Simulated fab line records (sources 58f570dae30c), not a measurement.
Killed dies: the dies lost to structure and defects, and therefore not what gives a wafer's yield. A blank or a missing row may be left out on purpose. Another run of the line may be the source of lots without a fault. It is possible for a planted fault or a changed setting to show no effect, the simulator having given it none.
A lot that was struck, set against a sound lot / flow berkeley cmos170 / 16 out of 331 route steps
Sound: these wafers, L267.1, L267.2, L267.3. Struck: wafers L273.4, L273.5, L273.6. Last of all comes the cause.
Each step with rows lists, per side, the tool, then ch with its chambers, then its first start. Under that, the readings that differ: sound wafers / struck wafers / difference of the means / sigmas: that difference in standard deviations of wafers without a fault.
alike: readings whose means differ by less than 2 such deviations, and words and numbers that are the same on both sides. not compared: withheld readings, readings that some wafer has no value for, bounds like >300 that may hide the same value, and numbers for which the record gives no deviation and whose values overlap.
The two part at a step that has a row with sigmas, a row that says differs or no value, or rows on one side only. Non-overlapping numbers with no deviation appear without sigmas and do not part them. A reading missing from all wafers of one side parts the sides only when that side holds two or more wafers.

UCB170_NWELL_THK_MEAS_02:
  sound: film metro-02 at day 2 03:28; struck: film metro-02 at day 3 15:40
  alike: NWELL_OXIDE_THK
then, 2 steps without rows for these wafers: UCB170_NWELL_ANNEAL_03 (time 900 s); UCB170_NWELL_CVD_04 (deposits Si3N4 from SiH2Cl2/NH3, target thk 224 nm, time 3360 s).
UCB170_NWELL_THK_MEAS_05:
  sound: film metro-01 at day 2 09:41; struck: film metro-01 at day 3 22:25
  alike: NWELL_NITRIDE_THK
then, 6 steps without rows for these wafers: UCB170_NWELL_HMDS_06 (prime time 60 s); UCB170_NWELL_COAT_07 (resist thk 900 nm); UCB170_NWELL_SOFTBAKE_08 (time 60 s); UCB170_NWELL_EXPOSE_09 (exposes mask NWELL, target cd 3000 nm); UCB170_NWELL_PEB_10; UCB170_NWELL_DEVELOP_11 (develop time 45 s).
UCB170_NWELL_OVL_MEAS_12:
  sound: overlay-01 at day 2 10:52; struck: overlay-01 at day 4 00:39
  alike: NWELL_OVL
UCB170_NWELL_ETCH_13: etches Si3N4 in CH3F/Ar/O2, stops on SiO2, target depth 246.4 nm, time 154 s.
  sound on rie diel-04 ch 0,2,3, day 2 10:54; struck on rie diel-02 ch 0,1,2, day 4 00:40
  alike: drypump motor current A, mfc ar sccm, oes product au, throttle valve pct
  not compared: rf hours counter h
UCB170_NWELL_IMPLANT_14:
  sound on implanter-04 ch 0, day 2 11:00; struck on implanter-04 ch 0, day 4 00:50
reading=beam energy keV; sound=149.97 149.96 149.98; struck=174.22 174.21 174.18; difference=+24.23; sigmas=+99 or more
reading=model.implant.rp nm (nm); sound=187.9 187.9 187.9; struck=217 217 217; difference=+29; sigmas=
reading=model.implant.drp nm (nm); sound=62.72 62.72 62.72; struck=70.09 70.09 70.09; difference=+7.37; sigmas=
  alike: tilt deg
UCB170_NWELL_STRIP_15: strips in O2.
  sound on plasma asher-03 ch 0,1, day 2 11:09; struck on plasma asher-01 ch 0,1, day 4 00:57
  alike: drypump motor current A, oes product au, strip time to endpoint s
  not compared: rf hours counter h
UCB170_NWELL_TW_MEAS_16:
  sound: film metro-02 at day 2 11:15; struck: film metro-02 at day 4 01:16
reading=NWELL_TW; sound=1249 1244 1244; struck=1279 1283 1288; difference=+38; sigmas=+6
  not compared: hold
UCB170_M3_PROBE_99:
  the record has rows for the sound wafers here (prober-02, day 8 15:52) and none for the struck ones

WHERE THEY PART
Earliest at UCB170_NWELL_IMPLANT_14; latest, in this record, at UCB170_M3_PROBE_99.

WHY: the cause the simulator had injected
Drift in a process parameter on implanter-04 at UCB170_NWELL_IMPLANT_14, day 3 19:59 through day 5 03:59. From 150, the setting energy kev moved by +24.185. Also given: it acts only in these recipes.
